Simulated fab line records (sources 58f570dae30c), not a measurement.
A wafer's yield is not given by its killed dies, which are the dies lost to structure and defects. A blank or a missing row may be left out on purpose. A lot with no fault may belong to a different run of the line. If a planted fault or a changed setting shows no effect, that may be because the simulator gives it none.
Problem report in the 8D (eight disciplines) form, filled by code || flow berkeley-cmos170 || the parts of the form that need people (team, actions taken, sign-off) are left out

1. WHAT IS WRONG
At UCB170_M3_SOFTBAKE_11, heater-power-total-W averages 57.32 W over 6 wafers from 2 lots, while fault-free wafers read 56.80 W, standard deviation 0.042. Measured from the usual mean, that is +12 standard deviations.
The step: time 60 s.
First seen on wafer L534.3, day 8 19:00, on litho-track-03. The record has a number at this step for 39 wafers belonging to 13 lots. By rule, "out" or "out of limits" means more than 4 standard deviations away from the usual mean. Any other wafer with a number is counted as sound.

2. WHAT IT IS AND WHAT IT IS NOT
{"question": "which readings at this step", "is": "heater-power-total-W, plate-temp-C", "is not": "-"}
{"question": "which lots", "is": "L534, L535", "is not": "L528, L529, L530, L541, L543, L546, L547, L548, L549, L550, L551"}
{"question": "which wafers of those lots", "is": "all that have a number", "is not": "-"}
{"question": "read on which tools", "is": "litho-track-03", "is not": "litho-track-02, litho-track-04"}
{"question": "when", "is": "from day 8 19:00", "is not": "up to then (9 sound wafers); but 24 sound wafers of L541, L543, L546, L547, L548, L549, L550, L551 came after"}

3. THE SUSPECTS, EACH WITH WHAT RULES IT OUT
Counting: a tool stays on the suspect list if, at a process step up to the reading, it processed all lots that are out and no sound lot following the first of them.
- litho-track-03 at UCB170_M3_SOFTBAKE_11 (time 60 s): ruled out as a lasting fault. Sound lots L547 ran on it after its first lot that is out, L534 (day 8 19:00).
Left after counting: nothing in the record.

4. THE CAUSE (what the simulator had put in)
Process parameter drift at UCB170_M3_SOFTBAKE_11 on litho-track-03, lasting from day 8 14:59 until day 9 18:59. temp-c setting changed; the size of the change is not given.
Counting ruled it out, wrongly.

5. THE CHAIN OF EFFECTS, in route order
Each row: a reading whose mean over the struck wafers that have a number lies more than 3 standard deviations from the usual. Only readings for which the record gives a usual standard deviation are gone through. hours: the time from each lot's start at the first step in this table that gives one to its start at this step, as a median over the lots. sigmas: the change in usual standard deviations.
{"hours": 0, "step": "UCB170_M3_SOFTBAKE_11", "reading": "heater-power-total-W", "usual": "56.80 W", "on struck wafers": 57.32, "change": "+0.52", "sigmas": "+12"}
{"hours": 0, "step": "UCB170_M3_SOFTBAKE_11", "reading": "plate-temp-C", "usual": "130.01 C", "on struck wafers": 130.97, "change": "+0.96", "sigmas": "+8.0"}
Process steps it contains:
- UCB170_M3_SOFTBAKE_11: time 60 s.
Later measuring or inspecting steps at which every struck wafer that the step has a row for has a number for every such reading, and none has moved that far: UCB170_M3_OVL_MEAS_16.

6. HOW IT WOULD HAVE BEEN CAUGHT EARLIER
In this record the first reading out of limits was taken at day 8 19:00, 4 hours after the fault began at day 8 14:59.
